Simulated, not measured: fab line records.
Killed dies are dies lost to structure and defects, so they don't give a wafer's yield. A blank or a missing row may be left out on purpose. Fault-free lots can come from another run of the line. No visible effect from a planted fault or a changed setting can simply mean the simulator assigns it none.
Commonality check across tools | flow berkeley-cmos170 | 15 lots, 54 wafers sampled

== REASON IT WAS OPENED ==
3 of 15 lots carry a flag on the reading PVT_TW at UCB170_PVT_TW_MEAS_09. No-fault wafers: 513, standard deviation 4.9.
Rule: a lot gets a flag if all its wafers with a number sit over 4 standard deviations from that mean, or if no wafer of it has a number. The rest of the lots are taken to be sound.

lot  | measured     | on            | PVT_TW, wafer by wafer        | flag
L801 | day 7 02:14  | film-metro-03 | 517 515 513                   |
L802 | day 7 02:31  | film-metro-02 | 508 508 508                   |
L805 | day 7 07:30  | film-metro-03 | 512 515 518                   |
L803 | day 7 07:37  | film-metro-02 | 507 507 509                   |
L804 | day 7 08:27  | film-metro-02 | 509 508 511                   |
L808 | day 8 18:23  | film-metro-04 | 517 518 516                   |
L809 | day 8 18:24  | film-metro-03 | 518 519 516                   |
L812 | day 9 06:37  | film-metro-03 | 1073 1071 1066 1064 1071 1066 | FLAGGED
L813 | day 9 06:53  | film-metro-04 | 1068 1069 1066 1064 1072 1068 | FLAGGED
L814 | day 9 19:49  | film-metro-02 | 505 508 505                   |
L816 | day 10 04:53 | film-metro-04 | 1064 1061 1066 1067 1063 1057 | FLAGGED
L818 | day 10 23:59 | film-metro-03 | 514 513 514                   |
L819 | day 11 08:17 | film-metro-03 | 513 513 512                   |
L821 | day 11 16:14 | film-metro-02 | 507 505 505                   |
L822 | day 12 02:50 | film-metro-03 | 518 517 520                   |
Flagged lots average 1066: +553 relative to the usual, that is +99 or more standard deviations.

== WHICH TOOL RAN EACH LOT ==
The record keeps 1 process step preceding the reading, out of 331 steps on the route. Cell contents, in order: the tool; ch with the chambers the sampled wafers went through; the start.
lot  | flag    | UCB170_PVT_IMPLANT_07
L801 |         | implanter-03 ch 0, day 7 01:59
L802 |         | implanter-01 ch 0, day 7 02:16
L805 |         | implanter-01 ch 0, day 7 07:16
L803 |         | implanter-04 ch 0, day 7 07:22
L804 |         | implanter-01 ch 0, day 7 08:14
L808 |         | implanter-01 ch 0, day 8 18:09
L809 |         | implanter-04 ch 0, day 8 18:11
L812 | FLAGGED | implanter-01 ch 0, day 9 06:22
L813 | FLAGGED | implanter-01 ch 0, day 9 06:41
L814 |         | implanter-04 ch 0, day 9 19:34
L816 | FLAGGED | implanter-01 ch 0, day 10 04:39
L818 |         | implanter-04 ch 0, day 10 23:46
L819 |         | implanter-03 ch 0, day 11 08:02
L821 |         | implanter-04 ch 0, day 11 15:59
L822 |         | implanter-03 ch 0, day 12 02:35
What is done by these steps:
- UCB170_PVT_IMPLANT_07
- UCB170_PVT_TW_MEAS_09

== FLAGGED AGAINST TOTAL, ONE TOOL AT A TIME (gauges that did the reading follow at the end) ==
step                  | tool          | lots run | flagged | share of the flagged lots | sound lots run after its first flagged lot
UCB170_PVT_IMPLANT_07 | implanter-01  | 7        | 3       | all                       | 0
UCB170_PVT_IMPLANT_07 | implanter-03  | 3        | 0       | none                      | -
UCB170_PVT_IMPLANT_07 | implanter-04  | 5        | 0       | none                      | -
UCB170_PVT_TW_MEAS_09 | film-metro-02 | 5        | 0       | none                      | -
UCB170_PVT_TW_MEAS_09 | film-metro-03 | 7        | 1       | some                      | 3 (L818,L819,L822)
UCB170_PVT_TW_MEAS_09 | film-metro-04 | 3        | 2       | some                      | 0

== WHAT IS ALLOWED BY THE TABLE ==
1 row of the table ran every flagged lot: implanter-01 at UCB170_PVT_IMPLANT_07.
- implanter-01 at UCB170_PVT_IMPLANT_07 ran 7 lots, 3 of them flagged. A fault beginning between L808 (day 8 18:09), its last sound lot, and L812 (day 9 06:22), its first flagged one, fits the data. Its own readings lie more than 4 standard deviations out on every wafer of the flagged lots: dose-ions-cm2, faraday-current-uA.
One tool is left: implanter-01 at UCB170_PVT_IMPLANT_07.

== WHAT THE SIMULATOR PUT IN ==
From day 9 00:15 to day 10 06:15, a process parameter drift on implanter-01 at UCB170_PVT_IMPLANT_07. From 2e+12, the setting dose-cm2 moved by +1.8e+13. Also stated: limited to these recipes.
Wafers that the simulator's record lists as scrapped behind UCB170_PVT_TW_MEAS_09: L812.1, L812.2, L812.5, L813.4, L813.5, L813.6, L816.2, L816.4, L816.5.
Lots struck among those shown: L812, L813, L816. The rule given above showed the same thing.
